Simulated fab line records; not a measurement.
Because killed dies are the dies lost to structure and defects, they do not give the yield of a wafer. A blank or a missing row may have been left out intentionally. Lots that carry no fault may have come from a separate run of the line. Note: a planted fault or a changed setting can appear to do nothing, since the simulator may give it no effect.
Which tool is to blame?    flow ritCmos    14 lots with 42 wafers sampled at 3 steps, on a route of 202 steps

WHAT THE GAUGES READ, wafer by wafer
RIT_NSD_TW_MEAS_10. Usual: NSD_TW typically reads 3172, with standard deviation 21.
lot   measured     on            NSD_TW                         flag
L610  day 2 22:29  filmMetro-04  3160 3151 3151                 
L612  day 3 10:18  filmMetro-01  3165 3175 3189                 
L614  day 3 18:59  filmMetro-01  3191 3192 3200                 
L616  day 4 06:13  filmMetro-01  3159 3165 3171                 
L617  day 4 11:26  filmMetro-01  3189 3175 3173                 
L618  day 4 16:50  filmMetro-01  3159 3173 3171                 
L619  day 4 22:10  filmMetro-01  3162 3162 3167                 
L620  day 5 03:19  filmMetro-01  3144 3187 3157                 
L622  day 5 14:08  filmMetro-02  3540 3541 3527 3524 3528 3529  OFF
L626  day 6 15:29  filmMetro-01  3183 3135 3175                 
L627  day 6 19:04  filmMetro-04  3552 3528 3566 3555 3544 3548  OFF
L630  day 7 10:41  filmMetro-01  3203 3186 3212                 
L631  day 7 15:58  filmMetro-01  3197 3187 3199                 
L633  day 8 00:23  filmMetro-01  3163 3150 3152                 

RIT_SDANNEAL_RS_MEAS_05: the measuring method here is four-point-probe. Usual: NSD_RS typically reads 84.5 ohm/sq, with standard deviation 0.33.
lot   measured     on            NSD_RS (ohm/sq)                flag
L610  day 3 00:47  filmMetro-04  84.2 84.3 84.1                 
L612  day 3 12:28  filmMetro-04  84.7 84.7 84.5                 
L614  day 3 21:10  filmMetro-01  84.2 84.2 84.4                 
L616  day 4 08:16  filmMetro-04  84.7 84.6 84.4                 
L617  day 4 13:30  filmMetro-01  84.2 84.5 84.6                 
L618  day 4 18:52  filmMetro-02  85.3 85.0 85.2                 
L619  day 5 00:12  filmMetro-02  84.8 84.6 84.0                 
L620  day 5 05:31  filmMetro-02  84.5 84.5 84.6                 
L622  day 5 21:58  filmMetro-01  52.3 52.5 52.4 52.3 52.4 52.5  OFF
L626  day 6 17:38  filmMetro-01  84.4 84.6 84.6                 
L627  day 7 04:07  filmMetro-01  52.3 52.5 52.4 52.4 52.5 52.5  OFF
L630  day 7 12:52  filmMetro-02  83.8 84.2 84.0                 
L631  day 7 18:01  filmMetro-04  83.9 84.0 84.3                 
L633  day 8 02:43  filmMetro-01  84.4 85.1 84.8                 

TOOL THAT RAN EACH LOT (tool first, then ch and the chambers of the sampled wafers, then the start)
lot   RIT_NSD_IMPLANT_08
L610  implanter-01 ch 0, day 2 22:11
L612  implanter-02 ch 0, day 3 09:59
L614  implanter-04 ch 0, day 3 18:40
L616  implanter-02 ch 0, day 4 05:53
L617  implanter-02 ch 0, day 4 11:10
L618  implanter-02 ch 0, day 4 16:31
L619  implanter-02 ch 0, day 4 21:51
L620  implanter-02 ch 0, day 5 02:59
L622  implanter-01 ch 0, day 5 13:25
L626  implanter-02 ch 0, day 6 15:10
L627  implanter-04 ch 0, day 6 18:28
L630  implanter-01 ch 0, day 7 10:24
L631  implanter-01 ch 0, day 7 15:39
L633  implanter-04 ch 0, day 8 00:05
- RIT_NSD_IMPLANT_08

AS READ BY THE TOOLS THEMSELVES (means over the sampled wafers that have a number; for cases with no such wafer, the mark the record gives instead)
RIT_NSD_IMPLANT_08. Usual: beamOnS 10.01 s, standard deviation 0.19; doseIonsCm2 1e+15, standard deviation 1.1e+12.
lot   tool          beamOnS (s)  doseIonsCm2  flag
L610  implanter-01  10.03        1e+15        
L612  implanter-02  10.08        1e+15        
L614  implanter-04  10.17        1e+15        
L616  implanter-02  10.04        1e+15        
L617  implanter-02  9.94         1e+15        
L618  implanter-02  9.92         1e+15        
L619  implanter-02  10.24        1e+15        
L620  implanter-02  10.01        1e+15        
L622  implanter-01  9.95         1e+15        
L626  implanter-02  9.99         1e+15        
L627  implanter-04  9.86         1e+15        
L630  implanter-01  9.87         1e+15        
L631  implanter-01  9.96         1e+15        
L633  implanter-04  9.96         1e+15        

THE ANSWER, worked out from the rows above alone
Rule: take the mean of a lot's wafers that have a number; if it is more than 3 standard deviations from the usual mean, the lot is off. Also off: a lot with no number at a reading for which 4 or more lots have one. Any other lot the step has rows for is counted as sound. First the gauges in route order, then the tools' own readings, where a lot's mean is used as printed above. The first step at which some lot is off is used, and at that step the reading that is off furthest; a lot without a number counts as furthest.
Off: L622, L627, seen at RIT_NSD_TW_MEAS_10 (NSD_TW).
If a tool, at a process step before that reading, ran all the lots that are off and no sound lot after the first of them, it fits. The gauges at RIT_NSD_TW_MEAS_10 aren't tried: what is off there is off at RIT_SDANNEAL_RS_MEAS_05 too, on other tools, and a gauge's error can't cause that. No candidate that was tried fits.

WHAT WAS PUT IN BY THE SIMULATOR
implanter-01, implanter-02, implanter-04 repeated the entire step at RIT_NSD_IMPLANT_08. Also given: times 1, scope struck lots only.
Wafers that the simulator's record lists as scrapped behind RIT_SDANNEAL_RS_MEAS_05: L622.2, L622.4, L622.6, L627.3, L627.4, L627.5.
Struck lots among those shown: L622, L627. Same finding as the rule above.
